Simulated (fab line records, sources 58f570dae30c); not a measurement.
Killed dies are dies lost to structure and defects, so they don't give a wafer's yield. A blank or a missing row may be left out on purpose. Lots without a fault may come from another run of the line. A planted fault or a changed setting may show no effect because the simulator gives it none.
A struck lot beside a sound one | flow berkeley_cmos170 | 17 steps out of a route of 331
Sound: wafers L770.2, L770.4, L770.5. Struck: wafers L781.1, L781.2, L781.3. The cause comes at the end.
At each step with rows: each side's tool, then ch and its chambers, then its first start. Under that, the readings that differ: sound wafers | struck wafers | difference of the means | sigmas: that difference in standard deviations of wafers without a fault.
alike: readings whose means differ by less than 2 such deviations, and words and numbers that are the same on both sides. not compared: withheld readings, readings that some wafer has no value for, bounds like >300 that may hide the same value, and numbers for which the record gives no deviation and whose values overlap.
The two part at a step that has a row with sigmas, a row that says differs or no value, or rows on one side only. Numbers that don't overlap but have no deviation are shown without sigmas and don't part them. A reading that every wafer of one side lacks parts them only if that side has two wafers or more.

UCB170_SACOX_THK_MEAS_02:
  sound on film_metro-01, day 4 23:09; struck on film_metro-01, day 7 07:50
  alike: SACOX_OXIDE_THK
then, 2 steps without rows for these wafers: UCB170_SCREENOX_WET_ETCH_00 (etches SiO2 in dHF, time 200 s); UCB170_SCREENOX_OXIDATION_01 (target thk 14.4 nm, ox time 2400 s).
UCB170_SCREENOX_THK_MEAS_02:
  sound on film_metro-02, day 5 03:13; struck on film_metro-03, day 7 14:11
  alike: SCREENOX_OXIDE_THK
then, 7 steps without rows for these wafers: UCB170_SCREENOX_ANNEAL_03 (time 900 s); UCB170_NVT_HMDS_00 (prime time 60 s); UCB170_NVT_COAT_01 (resist thk 900 nm); UCB170_NVT_SOFTBAKE_02 (time 60 s); UCB170_NVT_EXPOSE_03 (exposes mask PWELL, target cd 3000 nm); UCB170_NVT_PEB_04; UCB170_NVT_DEVELOP_05 (develop time 45 s).
UCB170_NVT_OVL_MEAS_06:
  sound on overlay-02, day 5 09:02; struck on overlay-01, day 7 23:29
  alike: NVT_OVL
UCB170_NVT_IMPLANT_07:
  sound on implanter-04 ch 0, day 5 09:05; struck on implanter-03 ch 0, day 7 23:50
  alike: beam_on_s
UCB170_NVT_STRIP_08: strips in O2.
  sound on plasma_asher-04 ch 0,1, day 5 09:13; struck on plasma_asher-02 ch 0,1, day 7 23:59
  reading                      | sound             | struck            | difference | sigmas
  strip_time_to_endpoint_s (s) | 21.51 21.55 21.48 | 21.62 21.64 21.68 | +0.13      | +2
  alike: drypump_motor_current_A, o2_flow_sccm, oes_product_au
  not compared: rf_hours_counter_h
UCB170_NVT_TW_MEAS_09:
  sound on film_metro-01, day 5 09:19; struck on film_metro-04, day 8 00:05
  reading | sound       | struck      | difference | sigmas
  NVT_TW  | 513 513 516 | 647 647 650 | +134       | +29
then, 1 step without rows for these wafers: UCB170_NVT_CLEAN_10 (cleans in SPM, time 600 s).
UCB170_M3_PROBE_99:
  the record has rows for the sound wafers here (prober-02, day 7 17:11) and none for the struck ones

WHERE THEY PART
First at UCB170_NVT_STRIP_08; last, within this record, at UCB170_M3_PROBE_99.

WHY: what the simulator had put in
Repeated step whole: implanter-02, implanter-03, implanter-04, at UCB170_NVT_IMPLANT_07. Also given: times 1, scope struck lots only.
